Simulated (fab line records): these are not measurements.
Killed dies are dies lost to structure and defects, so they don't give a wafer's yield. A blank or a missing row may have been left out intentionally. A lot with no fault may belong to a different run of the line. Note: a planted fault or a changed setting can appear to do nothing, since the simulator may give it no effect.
fab line records | flow berkeley-cmos170
record: lots: 5 wafers: 15 last-day: 10
route steps=331 shown V1@263 M2@271
lots untouched by any fault: they come from a run of this same line in which no faults occurred
start-h: hours from the record's opening day to when the first of the lot's shown wafers began | wait-h: hours elapsed since this lot's preceding step | " repeats the value in the row above | L1.1+2: a single row standing in for several wafers | - no value, or no start was given | * or withheld: withheld | < > ~ a bound
route shown NAME@n: names a module that has steps shown in the file, with the first one's number in the route | usual: mean/standard deviation taken from wafers without a fault | same: alike in all rows | chamber/n: place in a boat | sites: per-site readings | _std_site: the values' standard deviation | _edge_site: outer sites' mean less inner sites' | radius-mm: for every site, how far away it sits from the centre of the wafer | mask NAME#n: copy n | behind: the tool/chamber that last shaped the wafer | hold: the reason the lot was held/the length of the hold in hours/how it ended | device: the n, p or np transistor that did not switch | end of line: tests run on the same wafers once the route is complete | a step with no rows: only its recipe | killed: count of dies lost to structure and defects at first sort (not the wafer's yield) | map: a wafer's dies, x killed, . not, _ none there
set.NAME: the run value of the setting; set.NAME@STEP: its run value at that earlier step | model.NAME: the simulator's own value behind a step, which no gauge read
lots seen at some steps along the route; tables by step, rows by wafer
services: from which hour (start-h, from the record's first day; less than 0 if before it) a tool's chamber was out of use, for how many hours, and why
== steps ==
step: UCB170_V1_EXPOSE_09
recipe: mask-id: VIA1 target-cd-nm: 700 na: 0.5 sigma-outer: 0.6 source-shape: conventional dose-mj: 37
columns lot.wafer tool chamber start-h wait-h mask
L077.1+5+6 krf-scanner-02 0 177.07 0.3 VIA1#0
L083.1+3+6 krf-scanner-02 0 208.81 0.1 VIA1#0
L082.1+3+5 krf-scanner-02 0 208.93 0.2 VIA1#0
L085.1+2+3 krf-scanner-02 0 219.21 0.4 VIA1#0
L089.2+4+6 krf-scanner-01 0 232.83 0.3 VIA1#0
step: UCB170_V1_PEB_10
recipe: peb-temp-c: 130 peb-time-s: withheld resist: KrF
usual: heater-power-total-W: 56.80/0.046 resist-line-temp-C: 23.00/0.11
columns lot.wafer tool chamber start-h wait-h heater-power-total-W resist-line-temp-C
L077.1 litho-track-02 0 177.19 0.1 56.78 22.76
L077.5 " 0 " " 56.83 22.75
L077.6 " 0 " " 56.75 22.78
L083.1 litho-track-04 0 209.08 0.3 56.87 23.01
L083.3 " 0 " " 56.73 23.31
L083.6 " 0 " " 56.89 23.12
L082.1 litho-track-02 0 209.26 0.3 56.81 23.09
L082.3 " 0 " " 56.79 23.03
L082.5 " 0 " " 56.72 23.05
L085.1 litho-track-02 0 219.57 0.3 56.78 23.11
L085.2 " 0 " " 56.79 23.01
L085.3 " 0 " " 56.75 22.87
L089.2 litho-track-01 0 232.95 0.1 56.82 22.99
L089.4 " 0 " " 56.86 23.00
L089.6 " 0 " " 56.76 23.09
step: UCB170_V1_DEVELOP_11
recipe: developer: TMAH develop-time-s: 46.49 resist: KrF dev-temp-c: 21
usual: resist-line-temp-C: 22.99/0.1
same: develop-time-s: 46.49
columns lot.wafer tool chamber start-h wait-h resist-line-temp-C
L077.1 litho-track-02 0 - - 23.14
L077.5 " 0 " " 23.11
L077.6 " 0 " " 23.15
L083.1 litho-track-04 0 - - 22.92
L083.3 " 0 " " 22.91
L083.6 " 0 " " 23.09
L082.1 litho-track-02 0 - - 23.00
L082.3 " 0 " " 22.95
L082.5 " 0 " " 22.93
L085.1 litho-track-02 0 - - 23.10
L085.2 " 0 " " 23.08
L085.3 " 0 " " 22.90
L089.2 litho-track-01 0 - - 22.92
L089.4 " 0 " " 22.92
L089.6 " 0 " " 23.01
step: UCB170_V1_CD_MEAS_12
recipe: target-cd-nm: 700
usual: cd-nm: 700.5/1.4
columns lot.wafer tool chamber start-h wait-h cd-nm
L077.1 cd-sem-01 - 177.46 - 698.9
L077.5 " - " " 698.7
L077.6 " - " " 700.7
L083.1 cd-sem-01 - 209.36 - 699.3
L083.3 " - " " 699.4
L083.6 " - " " 700.6
L082.1 cd-sem-02 - 209.53 - 701.5
L082.3 " - " " 701.2
L082.5 " - " " 700.0
L085.1 cd-sem-02 - 219.84 - 699.6
L085.2 " - " " 700.2
L085.3 " - " " 700.1
L089.2 cd-sem-02 - 233.31 - 702.3
L089.4 " - " " 700.9
L089.6 " - " " 701.4
step: UCB170_V1_OVL_MEAS_13
usual: V1_OVL: 4/5.1
columns lot.wafer tool chamber start-h wait-h V1_OVL[nm]
L077.1 overlay-02 - 177.58 0.1 5
L077.5 " - " " 4
L077.6 " - " " 6
L083.1 overlay-02 - 209.48 0.1 -7
L083.3 " - " " -2
L083.6 " - " " 2
L082.1 overlay-01 - 209.65 0.1 7
L082.3 " - " " 7
L082.5 " - " " 10
L085.1 overlay-02 - 219.96 0.1 4
L085.2 " - " " 7
L085.3 " - " " 7
L089.2 overlay-02 - 233.42 0.1 0
L089.4 " - " " -1
L089.6 " - " " 1
step: UCB170_V1_ETCH_14
recipe: chemistry: CHF3/CF4/Ar target: SiO2 stop-on: Al CHF3_flow_sccm: 45 cf4-flow-sccm: 15 Ar_flow_sccm: 150 pressure-mtorr: 200 rf-w: 700 target-depth-a: 12500 over-etch-frac: 0.25 time-s: 291
usual: drypump-motor-current-A: 5.40/0.28 oes-product-au: 0.870/0.013 throttle-valve-pct: 6.98/0.12
same: time-s: 291
columns lot.wafer tool chamber start-h wait-h drypump-motor-current-A oes-product-au rf-hours-counter-h throttle-valve-pct
L077.1 rie-diel-04 0 177.62 0.0 5.41 0.886 71 6.96
L077.5 " 2 " " 5.61 0.851 - 6.84
L077.6 " 3 " " 5.08 0.869 - 7.04
L083.1 rie-diel-02 3 209.52 0.0 5.09 0.854 65 6.84
L083.3 " 2 " " 5.23 0.883 62 7.04
L083.6 " 2 " " 5.21 0.888 - 7.05
L082.1 rie-diel-01 0 209.69 0.0 4.90 0.861 41 6.86
L082.3 " 3 " " 5.55 0.873 73 7.12
L082.5 " 1 " " 5.25 0.885 - 7.05
L085.1 rie-diel-04 0 220.00 0.0 5.39 0.894 73 6.98
L085.2 " 2 " " 5.60 0.856 77 6.85
L085.3 " 1 " " 5.54 0.878 128 7.18
L089.2 rie-diel-04 1 233.45 0.0 5.56 0.868 129 7.15
L089.4 " 2 " " 5.59 0.863 - 6.83
L089.6 " 1 " " 5.57 0.872 - 7.16
step: UCB170_V1_STRIP_15
recipe: chemistry: O2 power-w: 400 pressure-mtorr: 3500 platen-temp-c: withheld o2-flow-sccm: 400 overash-fraction: 0.5
usual: drypump-motor-current-A: 5.97/0.22 oes-product-au: 0.722/0.0046 strip-time-to-endpoint-s: 15.33/0.098
columns lot.wafer tool chamber start-h wait-h drypump-motor-current-A oes-product-au rf-hours-counter-h strip-time-to-endpoint-s
L077.1 plasma-asher-02 1 177.80 0.1 5.61 0.720 5 15.34
L077.5 " 1 " " 5.61 0.728 - 15.41
L077.6 " 0 " " 5.97 0.725 - 15.43
L083.1 plasma-asher-01 0 209.69 0.1 6.02 0.726 52 15.35
L083.3 " 1 " " 6.27 0.714 - 15.37
L083.6 " 0 " " 6.01 0.727 - 15.36
L082.1 plasma-asher-02 0 209.87 0.1 5.98 0.720 8 15.46
L082.3 " 1 " " 5.63 0.722 - 15.36
L082.5 " 0 " " 6.01 0.727 - 15.36
L085.1 plasma-asher-02 1 220.18 0.1 5.60 0.729 9 15.15
L085.2 " 0 " " 5.98 0.719 9 15.29
L085.3 " 0 " " 5.98 0.714 - 15.27
L089.2 plasma-asher-04 0 233.63 0.1 5.82 0.725 55 15.33
L089.4 " 1 " " 5.67 0.729 - 15.23
L089.6 " 1 " " 5.64 0.725 - 15.37
step: UCB170_V1_CD_MEAS_90
recipe: target-cd-nm: 700
usual: cd-nm: 700.7/1.5
columns lot.wafer tool chamber start-h wait-h cd-nm
L077.1 cd-sem-02 - 177.90 0.1 699.0
L077.5 " - " " 699.0
L077.6 " - " " 701.2
L083.1 cd-sem-01 - 209.79 0.1 699.2
L083.3 " - " " 699.2
L083.6 " - " " 700.2
L082.1 cd-sem-02 - 209.97 0.1 702.0
L082.3 " - " " 701.7
L082.5 " - " " 700.4
L085.1 cd-sem-01 - 220.28 0.1 699.4
L085.2 " - " " 700.3
L085.3 " - " " 700.0
L089.2 cd-sem-02 - 233.75 0.1 702.7
L089.4 " - " " 701.0
L089.6 " - " " 700.9
step: UCB170_M2_PRE_CLEAN_00
recipe: gas: Ar preclean-etch-time-s: 60
columns lot.wafer tool chamber start-h wait-h
L077.1+5+6 pvd-sputter-01 - 178.02 0.1
L083.1+3+6 pvd-sputter-01 - 209.91 0.1
L082.1+3+5 pvd-sputter-02 - 210.09 0.1
L085.1+2+3 pvd-sputter-01 - 220.40 0.1
L089.2+4+6 pvd-sputter-02 - 233.85 0.1
step: UCB170_M2_SPUTTER_01
recipe: material: Al target-thk-nm: 900 time-s: 120 power-w: 6000 chamber-pressure-pa: 0.5
usual: cathode-dc-power-W: 6000.0/1 throttle-valve-pct: 29.9/0.97
same: time-s: 120
columns lot.wafer tool chamber start-h wait-h cathode-dc-power-W throttle-valve-pct
L077.1 pvd-sputter-01 - 178.08 0.0 5997.7 28.9
L077.5 " - " " 6001.5 30.3
L077.6 " - " " 6001.0 29.0
L083.1 pvd-sputter-01 - 209.98 0.0 5999.5 29.0
L083.3 " - " " 5997.7 30.7
L083.6 " - " " 5999.8 30.8
L082.1 pvd-sputter-02 - 210.16 0.0 6002.0 27.9
L082.3 " - " " 5998.4 31.2
L082.5 " - " " 5999.1 27.8
L085.1 pvd-sputter-01 - 220.46 0.0 6002.5 28.9
L085.2 " - " " 6001.3 30.4
L085.3 " - " " 6000.7 30.5
L089.2 pvd-sputter-02 - 233.91 0.0 6000.5 30.1
L089.4 " - " " 6000.1 31.2
L089.6 " - " " 5999.5 27.8
step: UCB170_M2_RS_MEAS_02
recipe: thk-meas-gauge: four-point-probe reads: Al_of_M2_SPUTTER_01
usual: M2_AL_RS: 0.0320/0.00034
columns lot.wafer tool chamber start-h wait-h M2_AL_RS[ohm/sq]
L077.1 film-metro-03 - 178.17 0.0 0.0322
L077.5 " - " " 0.0319
L077.6 " - " " 0.0321
L083.1 film-metro-04 - 210.06 0.0 0.0319
L083.3 " - " " 0.0321
L083.6 " - " " 0.0326
L082.1 film-metro-01 - 210.24 0.0 0.0321
L082.3 " - " " 0.0323
L082.5 " - " " 0.0323
L085.1 film-metro-01 - 220.55 0.0 0.0322
L085.2 " - " " 0.0321
L085.3 " - " " 0.0321
L089.2 film-metro-01 - 234.02 0.1 0.0318
L089.4 " - " " 0.0320
L089.6 " - " " 0.0321
step: UCB170_M2_THK_MEAS_03
recipe: thk-meas-gauge: xrf reads: Al_of_M2_SPUTTER_01
usual: M2_AL_THK: 892/10
columns lot.wafer tool chamber start-h wait-h M2_AL_THK[nm]
L077.1 film-metro-03 - 178.29 0.1 883
L077.5 " - " " 887
L077.6 " - " " 890
L083.1 film-metro-04 - 210.18 0.1 901
L083.3 " - " " 892
L083.6 " - " " 877
L082.1 film-metro-01 - 210.36 0.1 896
L082.3 " - " " 887
L082.5 " - " " 890
L085.1 film-metro-01 - 220.67 0.1 890
L085.2 " - " " 888
L085.3 " - " " 894
L089.2 film-metro-01 - 234.13 0.1 901
L089.4 " - " " 892
L089.6 " - " " 889
step: UCB170_M2_HMDS_04
recipe: prime-time-s: 60 prime-temp-c: 100
usual: resist-line-temp-C: 23.01/0.11
columns lot.wafer tool chamber start-h wait-h resist-line-temp-C
L077.1 litho-track-03 0 178.35 0.1 22.98
L077.5 " 0 " " 22.89
L077.6 " 0 " " 22.86
L083.1 litho-track-04 0 210.26 0.1 23.06
L083.3 " 0 " " 23.26
L083.6 " 0 " " 23.09
L082.1 litho-track-03 0 210.54 0.2 23.00
L082.3 " 0 " " 22.96
L082.5 " 0 " " 22.88
L085.1 litho-track-01 0 221.09 0.4 23.03
L085.2 " 0 " " 22.95
L085.3 " 0 " " 22.98
L089.2 litho-track-04 0 234.38 0.2 22.99
L089.4 " 0 " " 22.98
L089.6 " 0 " " 22.84
step: UCB170_M2_COAT_05
recipe: resist: KrF spin-rpm: 1500 resist-thk-nm: 900
usual: resist-line-temp-C: 23.01/0.099 spin-speed-rpm: 1500.0/1
columns lot.wafer tool chamber start-h wait-h resist-line-temp-C spin-speed-rpm
L077.1 litho-track-03 0 178.50 0.1 22.99 1498.2
L077.5 " 0 " " 23.21 1498.7
L077.6 " 0 " " 23.05 1499.3
L083.1 litho-track-04 0 210.41 0.1 23.21 1499.8
L083.3 " 0 " " 23.02 1499.3
L083.6 " 0 " " 23.06 1499.8
L082.1 litho-track-03 0 210.69 0.1 23.08 1500.9
L082.3 " 0 " " 22.97 1500.6
L082.5 " 0 " " 22.96 1501.0
L085.1 litho-track-01 0 221.24 0.1 22.92 1500.2
L085.2 " 0 " " 23.07 1499.5
L085.3 " 0 " " 23.07 1498.9
L089.2 litho-track-04 0 234.53 0.1 22.93 1500.2
L089.4 " 0 " " 23.03 1500.4
L089.6 " 0 " " 23.03 1502.9
step: UCB170_M2_SOFTBAKE_06
recipe: resist: KrF temp-c: 128.8 time-s: 60
usual: heater-power-total-W: 56.12/0.046 resist-line-temp-C: 23.01/0.097
same: time-s: 60
columns lot.wafer tool chamber start-h wait-h heater-power-total-W resist-line-temp-C
L077.1 litho-track-03 0 178.65 0.1 56.11 23.09
L077.5 " 0 " " 56.18 23.06
L077.6 " 0 " " 56.07 23.14
L083.1 litho-track-04 0 210.56 0.1 56.11 23.02
L083.3 " 0 " " 56.09 22.93
L083.6 " 0 " " 56.07 23.05
L082.1 litho-track-03 0 210.84 0.1 56.11 23.00
L082.3 " 0 " " 56.12 23.09
L082.5 " 0 " " 56.10 23.19
L085.1 litho-track-01 0 221.39 0.1 56.11 23.11
L085.2 " 0 " " 56.17 23.22
L085.3 " 0 " " 56.14 22.97
L089.2 litho-track-04 0 234.68 0.1 56.12 22.85
L089.4 " 0 " " 56.13 23.00
L089.6 " 0 " " 56.07 22.98
step: UCB170_M2_STRIP_07
recipe: chemistry: O2 power-w: 400 pressure-mtorr: 3500 platen-temp-c: withheld o2-flow-sccm: 400 overash-fraction: 0.5
usual: drypump-motor-current-A: 5.77/0.2 oes-product-au: 0.735/0.0039 strip-time-to-endpoint-s: 21.96/0.065
columns lot.wafer tool chamber start-h wait-h drypump-motor-current-A oes-product-au rf-hours-counter-h strip-time-to-endpoint-s
L077.1 plasma-asher-02 0 178.80 0.1 6.01 0.726 5 21.94
L077.5 " 0 " " 6.02 0.742 - 21.85
L077.6 " 1 " " 5.60 0.730 - 21.86
L083.1 plasma-asher-02 1 210.71 0.1 5.61 0.733 8 21.95
L083.3 " 1 " " 5.62 0.730 - 21.98
L083.6 " 1 " " 5.63 0.732 - 22.07
L082.1 plasma-asher-02 0 210.99 0.1 5.99 0.734 8 21.88
L082.3 " 1 " " 5.61 0.727 - 21.95
L082.5 " 1 " " 5.63 0.739 - 21.91
L085.1 plasma-asher-02 0 221.54 0.1 5.97 0.738 10 22.10
L085.2 " 1 " " 5.61 0.733 10 22.02
L085.3 " 0 " " 6.01 0.733 - 22.03
L089.2 plasma-asher-03 1 234.80 0.1 6.04 0.726 43 22.08
L089.4 " 1 " " 6.01 0.742 - 22.00
L089.6 " 0 " " 5.49 0.730 - 22.07
step: UCB170_M2_STRIP_08
recipe: chemistry: DMSO temp-c: 80 time-s: 600 material: KrF
same: time-s: 600
columns lot.wafer tool chamber start-h wait-h
L077.1+5+6 wet-bench-04 3 178.90 0.1
L082.1+3+5 wet-bench-03 0 211.49 0.5
L083.1+3+6 wet-bench-03 0 211.49 0.7
L085.1+2+3 wet-bench-04 2 221.64 0.1
L089.2+4+6 wet-bench-04 2 234.90 0.1
step: UCB170_M2_COAT_09
recipe: resist: BARC temp-c: withheld time-s: withheld spin-rpm: 3000 resist-thk-nm: withheld
usual: resist-line-temp-C: * spin-speed-rpm: 2999.9/2.2
columns lot.wafer tool chamber start-h wait-h resist-line-temp-C spin-speed-rpm
L077.1 litho-track-04 0 179.07 0.0 * 2998.4
L077.5 " 0 " " * 2997.5
L077.6 " 0 " " * 2998.3
L082.1 litho-track-04 0 211.94 0.3 * 3001.4
L082.3 " 0 " " * 3000.7
L082.5 " 0 " " * 3001.1
L083.1 litho-track-01 0 211.97 0.3 * 3000.1
L083.3 " 0 " " * 3000.0
L083.6 " 0 " " * 2997.9
L085.1 litho-track-01 0 222.27 0.4 * 2999.1
L085.2 " 0 " " * 2998.9
L085.3 " 0 " " * 3004.5
L089.2 litho-track-04 0 235.10 0.0 * 3003.0
L089.4 " 0 " " * 3000.4
L089.6 " 0 " " * 3001.2
step: UCB170_M2_COAT_10
recipe: resist: KrF spin-rpm: 1500 resist-thk-nm: 900
usual: resist-line-temp-C: 22.99/0.12 spin-speed-rpm: 1500.1/0.97
columns lot.wafer tool chamber start-h wait-h resist-line-temp-C spin-speed-rpm
L077.1 litho-track-04 0 - - 22.91 1499.1
L077.5 " 0 " " 23.05 1500.9
L077.6 " 0 " " 23.11 1500.5
L082.1 litho-track-04 0 - - 22.91 1500.5
L082.3 " 0 " " 23.11 1499.8
L082.5 " 0 " " 22.94 1499.8
L083.1 litho-track-01 0 - - 23.18 1499.5
L083.3 " 0 " " 23.16 1498.5
L083.6 " 0 " " 22.99 1500.4
L085.1 litho-track-01 0 - - 23.03 1500.0
L085.2 " 0 " " 22.79 1501.1
L085.3 " 0 " " 23.08 1500.0
L089.2 litho-track-04 0 - - 23.05 1500.6
L089.4 " 0 " " 23.12 1500.5
L089.6 " 0 " " 23.10 1499.6
step: UCB170_M2_SOFTBAKE_11
recipe: resist: KrF temp-c: 130 time-s: 60
usual: heater-power-total-W: 56.80/0.046 resist-line-temp-C: 22.99/0.11
same: time-s: 60
columns lot.wafer tool chamber start-h wait-h heater-power-total-W resist-line-temp-C
L077.1 litho-track-04 0 - - 56.84 23.20
L077.5 " 0 " " 56.73 23.16
L077.6 " 0 " " 56.86 23.17
L082.1 litho-track-04 0 - - 56.82 23.05
L082.3 " 0 " " 56.86 23.07
L082.5 " 0 " " 56.77 23.05
L083.1 litho-track-01 0 - - 56.79 23.06
L083.3 " 0 " " 56.77 22.92
L083.6 " 0 " " 56.79 22.95
L085.1 litho-track-01 0 - - 56.77 22.97
L085.2 " 0 " " 56.75 22.93
L085.3 " 0 " " 56.74 22.99
L089.2 litho-track-04 0 - - 56.89 22.95
L089.4 " 0 " " 56.80 22.84
L089.6 " 0 " " 56.79 23.05
step: UCB170_M2_EXPOSE_12
recipe: mask-id: METAL2 target-cd-nm: 700 na: 0.5 sigma-outer: 0.6 source-shape: conventional dose-mj: 26
columns lot.wafer tool chamber start-h wait-h mask
L077.1+5+6 krf-scanner-02 0 179.65 - METAL2#0
L082.1+3+5 krf-scanner-01 0 212.39 - METAL2#0
L083.1+3+6 krf-scanner-01 0 212.51 - METAL2#0
L085.1+2+3 krf-scanner-02 0 222.96 - METAL2#0
L089.2+4+6 krf-scanner-01 0 235.67 - METAL2#0
== services ==
columns tool chamber start-h hours kind
krf-scanner-01 - 158.84 1.0 pm
rie-diel-02 1 167.29 9.5 repair
krf-scanner-02 - 168.06 1.3 pm
rie-diel-01 0 175.24 6.2 repair
plasma-asher-03 - 187.87 1.6 repair
krf-scanner-02 - 194.06 0.8 pm
plasma-asher-03 - 194.65 2.0 repair
rie-diel-04 3 198.17 42.6 repair
krf-scanner-02 - 203.54 4.4 pm
rie-diel-02 3 204.85 1.3 repair
krf-scanner-01 - 208.67 1.3 pm
krf-scanner-01 - 220.96 4.4 pm
krf-scanner-02 - 231.99 1.0 pm
== key ==
fault none
